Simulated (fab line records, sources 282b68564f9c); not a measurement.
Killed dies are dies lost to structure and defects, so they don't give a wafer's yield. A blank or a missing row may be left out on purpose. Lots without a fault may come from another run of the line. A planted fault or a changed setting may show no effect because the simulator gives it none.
fab line records | flow rit_cmos
record lots=12 wafers=36 last_day=8
route steps=202 shown ACTIVE@1 GATE@89 NLDD@112 M1@202
lots that met no fault: from a run of the same line without faults
start_h: hours from the record's first day to the start of the lot's first wafer shown | wait_h: hours since the lot's step before | " the same as in the row above | L1.1+2: a row that stands for several wafers | - no value, or no start given | * or withheld: withheld | < > ~ a bound
route shown NAME@n: a module of which the file shows steps, and the number in the route of the first | usual: mean/standard deviation of fault-free wafers | same: alike in all rows | chamber/n: place in a boat | sites: the reading at each site | _std_site: their standard deviation | _edge_site: outer sites' mean less inner sites' | radius_mm: how far each site lies from the wafer's centre | mask NAME#n: copy n | behind: the tool/chamber that last shaped the wafer | hold: why the lot was held/for how many hours/how that ended | device: the transistor (n, p or np) that didn't switch | end of line: the same wafers' tests at the end of the route | a step without rows: its recipe alone | killed: dies lost to structure and defects at the first sort, not the wafer's yield | map: a wafer's dies, x killed, . not, _ none there
set.NAME: the setting as run; set.NAME@STEP: as run at that earlier step | model.NAME: the simulator's own value behind a step, which no gauge read
steps of the route over a sample of lots; a table a step, a row a wafer
services: from which hour (start_h, from the record's first day; less than 0 if before it) a tool's chamber was out of use, for how many hours, and why
## steps
# step RIT_ACTIVE_BOW_MEAS_00
# recipe mode=bow
# usual INCOMING_BOW=0/6.4
# columns lot.wafer tool chamber start_h wait_h INCOMING_BOW[um]
L948.3 film_metro-03 - 10.04 - -12
L948.5 " - " " -10
L948.6 " - " " 1
L949.2 film_metro-03 - 15.02 - 4
L949.4 " - " " -2
L949.6 " - " " -3
L950.3 film_metro-03 - 20.04 - 4
L950.5 " - " " -2
L950.6 " - " " -7
L951.3 film_metro-04 - 25.04 - -3
L951.4 " - " " 5
L951.6 " - " " -3
L952.1 film_metro-02 - 30.00 - 5
L952.2 " - " " -1
L952.3 " - " " 8
L954.2 film_metro-02 - 40.02 - 11
L954.3 " - " " -4
L954.4 " - " " 6
L956.1 film_metro-03 - 50.00 - -2
L956.4 " - " " -5
L956.5 " - " " 1
L958.1 film_metro-04 - 60.00 - 1
L958.4 " - " " -5
L958.6 " - " " -1
L962.1 film_metro-04 - 80.00 - 0
L962.5 " - " " 4
L962.6 " - " " 9
L963.2 film_metro-04 - 85.02 - -8
L963.3 " - " " 4
L963.5 " - " " 2
L966.4 film_metro-04 - 100.06 - -8
L966.5 " - " " -5
L966.6 " - " " -4
L971.1 film_metro-04 - 125.00 - 3
L971.2 " - " " 6
L971.6 " - " " -2
# step RIT_ACTIVE_THK_MEAS_02
# recipe reads=SiO2_of_ACTIVE_OXIDATION_01
# usual ACTIVE_OXIDE_THK=46.9/0.97
# columns lot.wafer tool chamber start_h wait_h ACTIVE_OXIDE_THK[nm]
L948.3 film_metro-04 - 12.07 0.0 46.8
L948.5 " - " " 46.4
L948.6 " - " " 46.8
L949.2 film_metro-02 - 18.99 0.0 47.0
L949.4 " - " " 46.6
L949.6 " - " " 47.0
L950.3 film_metro-02 - 22.07 0.0 47.9
L950.5 " - " " 47.7
L950.6 " - " " 47.1
L951.3 film_metro-02 - 27.07 0.0 47.8
L951.4 " - " " 48.0
L951.6 " - " " 47.5
L952.1 film_metro-04 - 32.10 0.0 46.8
L952.2 " - " " 46.9
L952.3 " - " " 47.1
L954.2 film_metro-03 - 43.01 0.0 46.8
L954.3 " - " " 46.9
L954.4 " - " " 47.2
L956.1 film_metro-02 - 54.07 0.0 48.4
L956.4 " - " " 47.4
L956.5 " - " " 48.2
L958.1 film_metro-04 - 67.22 0.0 47.6
L958.4 " - " " 49.0
L958.6 " - " " 49.1
L962.1 film_metro-03 - 82.05 0.0 47.0
L962.5 " - " " 46.2
L962.6 " - " " 47.2
L963.2 film_metro-02 - 87.06 0.0 46.8
L963.3 " - " " 46.3
L963.5 " - " " 47.0
L966.4 film_metro-04 - 103.11 0.0 48.5
L966.5 " - " " 47.2
L966.6 " - " " 48.3
L971.1 film_metro-02 - 127.05 0.0 44.9
L971.2 " - " " 44.9
L971.6 " - " " 45.1
# step RIT_GATE_EXPOSE_13
# recipe mask_id=M6 na=0.6 source_shape=conventional sigma_outer=0.6 target_cd_nm=150 dose_mj=380
# columns lot.wafer tool chamber start_h wait_h mask
L948.3+5+6 iline_stepper-02 0 41.19 0.1 M6#0
L949.2+4+6 iline_stepper-01 0 45.29 0.3 M6#0
L950.3+5+6 iline_stepper-01 0 46.70 0.1 M6#0
L951.3+4+6 iline_stepper-01 0 57.71 0.1 M6#0
L952.1+2+3 iline_stepper-02 0 59.42 0.2 M6#0
L954.2+3+4 iline_stepper-01 0 71.85 0.3 M6#0
L956.1+4+5 iline_stepper-02 0 87.17 0.2 M6#0
L958.1+4+6 iline_stepper-01 0 92.12 0.1 M6#0
L962.1+5+6 iline_stepper-02 0 111.57 0.2 M6#0
L963.2+3+5 iline_stepper-01 0 114.22 0.2 M6#0
L966.4+5+6 iline_stepper-01 0 130.86 0.2 M6#0
L971.1+2+6 iline_stepper-01 0 161.91 0.2 M6#0
# step RIT_GATE_OVL_MEAS_17
# usual GATE_OVL=0.0/1.6
# columns lot.wafer tool chamber start_h wait_h hold GATE_OVL[nm]
L948.3 overlay-02 - 41.69 0.1 - 2.1
L948.5 " - " " - 3.4
L948.6 " - " " - 1.6
L949.2 overlay-01 - 46.90 0.1 - 1.7
L949.4 " - " " - 0.9
L949.6 " - " " - -1.0
L950.3 overlay-01 - 47.27 0.1 - -0.6
L950.5 " - " " - -1.7
L950.6 " - " " - -4.6
L951.3 overlay-01 - 58.21 0.1 - 0.4
L951.4 " - " " - -0.3
L951.6 " - " " - -1.1
L952.1 overlay-02 - 60.12 0.1 - 1.8
L952.2 " - " " - 2.5
L952.3 " - " " - 1.2
L954.2 overlay-02 - 72.35 0.1 - 0.4
L954.3 " - " " - 2.6
L954.4 " - " " - 0.7
L956.1 overlay-02 - 87.68 0.1 await_dispo/0.2h/release 240.9
L956.4 " - " " await_dispo/0.2h/release 238.8
L956.5 " - " " await_dispo/0.2h/release 242.1
L956.1 overlay-02 - 87.89 0.2 - 242.1
L956.4 " - " " - 240.4
L956.5 " - " " - 244.1
L958.1 overlay-02 - 92.91 0.1 - -0.5
L958.4 " - " " - -0.3
L958.6 " - " " - -0.4
L962.1 overlay-02 - 112.09 0.1 await_dispo/0.2h/release 241.5
L962.5 " - " " await_dispo/0.2h/release 239.3
L962.6 " - " " await_dispo/0.2h/release 240.4
L962.1 overlay-02 - 112.29 0.2 - 243.1
L962.5 " - " " - 241.0
L962.6 " - " " - 241.5
L963.2 overlay-01 - 114.73 0.1 - 0.3
L963.3 " - " " - 0.0
L963.5 " - " " - -1.4
L966.4 overlay-02 - 131.34 0.1 - -1.1
L966.5 " - " " - -1.2
L966.6 " - " " - -0.8
L971.1 overlay-02 - 162.43 0.1 - 1.8
L971.2 " - " " - 0.6
L971.6 " - " " - 0.5
# step RIT_NLDD_STRIP_09
# recipe chemistry=O2 time_s=180 resist=NOVOLAK platen_temp_c=withheld power_w=500 pressure_mtorr=4000 o2_flow_sccm=4000
# usual drypump_motor_current_A=5.76/0.2 o2_flow_sccm=4003/13
# columns lot.wafer tool chamber start_h wait_h drypump_motor_current_A o2_flow_sccm rf_hours_counter_h
L948.3 plasma_asher-01 0 46.69 0.1 5.54 3996 -
L948.5 " 1 " " 6.05 4010 -
L948.6 " 0 " " 5.55 3983 -
L949.2 plasma_asher-04 0 51.68 0.1 5.93 4024 41
L949.4 " 0 " " 5.92 4025 -
L949.6 " 1 " " 5.68 3995 -
L950.3 plasma_asher-01 0 53.16 0.1 5.57 4009 -
L950.5 " 1 " " 6.04 3983 -
L950.6 " 0 " " 5.57 4012 -
L951.3 plasma_asher-03 0 64.32 0.1 5.54 4001 -
L951.4 " 1 " " 5.64 3991 -
L951.6 " 0 " " 5.54 4002 -
L952.1 plasma_asher-04 0 71.01 0.1 5.92 4013 43
L952.2 " 1 " " 5.67 4011 43
L952.3 " 1 " " 5.68 4019 -
L954.2 plasma_asher-01 1 78.23 0.1 6.05 4008 43
L954.3 " 0 " " 5.56 4006 -
L954.4 " 1 " " 6.03 3989 -
L958.1 plasma_asher-03 0 99.63 0.1 5.55 3992 45
L958.4 " 1 " " 5.63 3999 -
L958.6 " 0 " " 5.53 4004 -
L963.2 plasma_asher-01 0 119.60 0.1 5.55 3999 48
L963.3 " 0 " " 5.56 4021 -
L963.5 " 1 " " 6.07 3993 -
L966.4 plasma_asher-04 1 136.17 0.1 5.66 3996 -
L966.5 " 0 " " 5.92 4005 -
L966.6 " 1 " " 5.66 3971 -
L971.1 plasma_asher-04 1 172.80 0.1 5.69 4009 54
L971.2 " 0 " " 5.92 3999 54
L971.6 " 1 " " 5.69 4012 -
# step RIT_M1_PROBE_99
# usual defect_limited_yield=97.6/1.2 killed_at_contacts=0.1/0.23 killed_at_front_end=6/3.1 killed_dies=6/3.1 killed_open=3.2/1.9 killed_short=3.2/2.1 sort_bin_3_pad_short=0.1/0.22 sort_bin_5_function=1.5/0.86 sort_bin_6_memory=0.9/0.61 sort_n_pass=258/3.1 sort_yield_pct=97.6/1.2
# same gross_dies=264 killed_at_M0_to_M3=0 killed_at_M4_up=0 killed_at_back_side=0 killed_at_other=0
# columns lot.wafer tool chamber start_h wait_h defect_limited_yield[%] killed_at_contacts killed_at_front_end killed_dies killed_open killed_short sort_bin_3_pad_short[%] sort_bin_5_function[%] sort_bin_6_memory[%] sort_n_pass sort_yield_pct[%]
L948.3 prober-02 - 61.71 0.2 98.9 0 3 3 2 1 0 0.8 0.4 261 98.9
L948.5 prober-02 - 61.81 0.2 97.7 0 6 6 4 2 0 1.9 0.4 258 97.7
L948.6 prober-02 - 61.86 0.2 93.9 0 16 16 9 7 0.4 4.9 0.8 248 93.9
L949.2 prober-01 - 66.70 0.1 99.2 0 2 2 2 0 0 0.8 0 262 99.2
L949.4 prober-01 - 66.80 0.2 97.3 0 7 7 4 3 0 2.3 0.4 257 97.3
L949.6 prober-01 - 66.90 0.2 97.0 0 8 8 3 5 0 1.9 1.1 256 97.0
L950.3 prober-02 - 68.79 0.2 94.3 0 15 15 6 9 0 3.8 1.9 249 94.3
L950.5 prober-02 - 68.89 0.2 98.1 0 5 5 3 2 0 1.1 0.8 259 98.1
L950.6 prober-02 - 68.94 0.2 98.9 0 3 3 0 3 0 1.1 0 261 98.9
L951.3 prober-01 - 80.30 0.2 97.7 0 6 6 6 0 0 1.9 0.4 258 97.7
L951.4 prober-01 - 80.35 0.2 97.0 0 8 8 4 4 0 2.3 0.8 256 97.0
L951.6 prober-01 - 80.45 0.2 97.3 0 7 7 3 4 0 1.5 1.1 257 97.3
L952.1 prober-02 - 86.17 0.1 98.1 0 5 5 3 2 0 1.1 0.8 259 98.1
L952.2 prober-02 - 86.22 0.1 97.7 0 6 6 2 4 0 2.3 0 258 97.7
L952.3 prober-02 - 86.27 0.2 98.9 0 3 3 0 3 0.8 0.4 0 261 98.9
L954.2 prober-01 - 93.86 0.1 97.7 0 6 6 3 3 0 2.3 0 258 97.7
L954.3 prober-01 - 93.91 0.2 99.6 0 1 1 1 0 0 0.4 0 263 99.6
L954.4 prober-01 - 93.96 0.2 97.3 0 7 7 3 4 0.4 0.8 1.5 257 97.3
L958.1 prober-02 - 115.10 0.1 98.5 0 4 4 2 2 0 0 1.5 260 98.5
L958.4 prober-02 - 115.25 0.2 96.2 0 10 10 6 4 0 1.9 1.9 254 96.2
L958.6 prober-02 - 115.35 0.2 95.5 0 12 12 5 7 0.4 1.9 2.3 252 95.5
L963.2 prober-02 - 159.09 0.3 98.5 0 4 4 3 1 0 0.8 0.8 260 98.5
L963.3 prober-02 - 159.14 0.3 97.0 0 8 8 5 3 0.4 1.9 0.8 256 97.0
L963.5 prober-02 - 159.24 0.4 97.3 1 6 7 2 5 0 1.9 0.8 257 97.3
L966.4 prober-01 - 159.79 0.8 97.7 0 6 6 3 3 0.4 1.5 0.4 258 97.7
L966.5 prober-01 - 159.84 0.9 98.1 0 5 5 2 3 0 1.1 0.8 259 98.1
L966.6 prober-01 - 159.89 0.9 97.3 0 7 7 1 6 0.4 1.5 0.8 257 97.3
L971.1 prober-02 - 188.79 0.1 98.5 0 4 4 2 2 0 1.1 0.4 260 98.5
L971.2 prober-02 - 188.84 0.1 98.1 0 5 5 2 3 0 0.8 1.1 259 98.1
L971.6 prober-02 - 189.04 0.2 98.1 0 5 5 4 1 0 0.8 1.1 259 98.1
# killed by level:class
L948.3 GATE:geometric_particle:open=1 GATE:geometric_particle:short=1 SILICIDE:geometric_particle:open=1
L948.5 SPACER:geometric_particle:open=3 FOX1:geometric_particle:short=1 GATE:geometric_particle:short=1 SILICIDE:geometric_particle:open=1
L948.6 GATE:geometric_particle:open=4 GATE:geometric_particle:short=3 REOX:geometric_particle:short=2 REOX:geometric_particle:open=2 SPACER:geometric_particle:open=2 SILICIDE:geometric_particle:short=2 SILICIDE:geometric_particle:open=1
L949.2 GATE:geometric_particle:open=2
L949.4 SPACER:geometric_particle:open=2 FOX2:geometric_particle:open=1 GATE:geometric_particle:short=1 REOX:geometric_particle:open=1 SPACER:geometric_particle:short=1 SILICIDE:geometric_particle:short=1
L949.6 FOX2:geometric_particle:short=3 GATE:geometric_particle:open=2 GATE:geometric_particle:short=2 FOX2:geometric_particle:open=1
L950.3 REOX:geometric_particle:short=4 GATE:geometric_particle:short=3 REOX:geometric_particle:open=2 SPACER:geometric_particle:open=2 SPACER:geometric_particle:short=2 FOX1:geometric_particle:open=1 GATE:geometric_particle:open=1
L950.5 FOX1:geometric_particle:open=1 FOX2:geometric_particle:short=1 GATE:geometric_particle:short=1 REOX:geometric_particle:open=1 SPACER:geometric_particle:open=1
L950.6 FOX1:geometric_particle:short=1 GATE:geometric_particle:short=1 SILICIDE:geometric_particle:short=1
L951.3 GATE:geometric_particle:open=4 FOX2:geometric_particle:open=1 SPACER:geometric_particle:open=1
L951.4 GATE:geometric_particle:short=2 ACTIVE:geometric_particle:open=1 FOX2:geometric_particle:short=1 FOX2:geometric_particle:open=1 GATE:geometric_particle:open=1 REOX:geometric_particle:open=1 SPACER:geometric_particle:short=1
L951.6 GATE:geometric_particle:short=2 GATE:geometric_particle:open=2 FOX2:geometric_particle:short=1 SPACER:geometric_particle:short=1 SPACER:geometric_particle:open=1
L952.1 GATE:geometric_particle:short=2 GATE:geometric_particle:open=2 REOX:geometric_particle:open=1
L952.2 REOX:geometric_particle:open=2 GATE:geometric_particle:short=1 REOX:geometric_particle:short=1 SPACER:geometric_particle:short=1 SILICIDE:geometric_particle:short=1
L952.3 FOX1:geometric_particle:short=1 GATE:geometric_particle:short=1 SILICIDE:geometric_particle:short=1
L954.2 FOX1:geometric_particle:short=2 FOX1:geometric_particle:open=1 GATE:geometric_particle:short=1 GATE:geometric_particle:open=1 SILICIDE:geometric_particle:open=1
L954.3 SPACER:geometric_particle:open=1
L954.4 FOX1:geometric_particle:short=2 REOX:geometric_particle:open=2 SPACER:geometric_particle:short=2 FOX1:geometric_particle:open=1
L958.1 GATE:geometric_particle:open=2 GATE:geometric_particle:short=1 SILICIDE:geometric_particle:short=1
L958.4 GATE:geometric_particle:open=4 REOX:geometric_particle:open=2 FOX1:geometric_particle:short=1 FOX2:geometric_particle:short=1 GATE:geometric_particle:short=1 REOX:geometric_particle:short=1
L958.6 GATE:geometric_particle:short=5 GATE:geometric_particle:open=4 FOX1:geometric_particle:short=2 REOX:geometric_particle:open=1
L963.2 GATE:geometric_particle:open=1 GATE:geometric_particle:short=1 REOX:geometric_particle:open=1 SPACER:geometric_particle:open=1
L963.3 GATE:geometric_particle:open=4 FOX1:geometric_particle:open=1 FOX2:geometric_particle:short=1 REOX:geometric_particle:short=1 SILICIDE:geometric_particle:short=1
L963.5 FOX2:geometric_particle:short=2 GATE:geometric_particle:short=2 GATE:geometric_particle:open=1 SPACER:geometric_particle:short=1 CONTACT:geometric_particle:open=1
L966.4 GATE:geometric_particle:open=2 FOX1:geometric_particle:open=1 FOX2:geometric_particle:short=1 GATE:geometric_particle:short=1 SILICIDE:geometric_particle:short=1
L966.5 FOX1:geometric_particle:short=1 FOX2:geometric_particle:short=1 GATE:geometric_particle:short=1 GATE:geometric_particle:open=1 REOX:geometric_particle:open=1
L966.6 GATE:geometric_particle:short=3 REOX:geometric_particle:short=2 GATE:geometric_particle:open=1 SILICIDE:geometric_particle:short=1
L971.1 FOX2:geometric_particle:open=1 GATE:geometric_particle:short=1 SPACER:geometric_particle:short=1 SPACER:geometric_particle:open=1
L971.2 GATE:geometric_particle:short=3 FOX2:geometric_particle:open=1 GATE:geometric_particle:open=1
L971.6 GATE:geometric_particle:open=3 GATE:geometric_particle:short=1 SPACER:geometric_particle:open=1
## services
# columns tool chamber start_h hours kind
plasma_asher-03 - 44.25 10.6 repair
iline_stepper-01 0 54.26 - calibration
iline_stepper-01 - 107.67 2.1 pm
plasma_asher-03 - 108.75 9.0 pm
plasma_asher-03 0 108.75 9.0 vent_cycle
plasma_asher-03 1 108.75 9.0 vent_cycle
iline_stepper-01 - 109.76 - consumable_replace:lamp
iline_stepper-01 - 117.13 4.4 pm
plasma_asher-03 0 117.75 - clean
plasma_asher-03 1 117.75 - clean
plasma_asher-04 - 125.17 1.5 repair
iline_stepper-02 0 134.74 - calibration
plasma_asher-01 - 160.25 2.8 pm
iline_stepper-02 - 169.62 1.7 pm
## key
first_sign step=RIT_GATE_OVL_MEAS_17 reading=visit direction=added
effect step=RIT_GATE_OVL_MEAS_17 reading=GATE_OVL direction=up sigmas=99+ usual=0.0 struck=240.5
met_at RIT_GATE_EXPOSE_13
struck_lots L956,L962
scrapped_behind RIT_GATE_OVL_MEAS_17 L956.1,L956.4,L956.5,L962.1,L962.5,L962.6
not_acting_at RIT_ACTIVE_BOW_MEAS_00,RIT_ACTIVE_THK_MEAS_02,RIT_NLDD_STRIP_09
onset_between 59.42 87.17
fault kind=scanner_matching_overlay tool=iline_stepper-02 chamber=- onset_h=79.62 steps=RIT_GATE_EXPOSE_13 offset=240
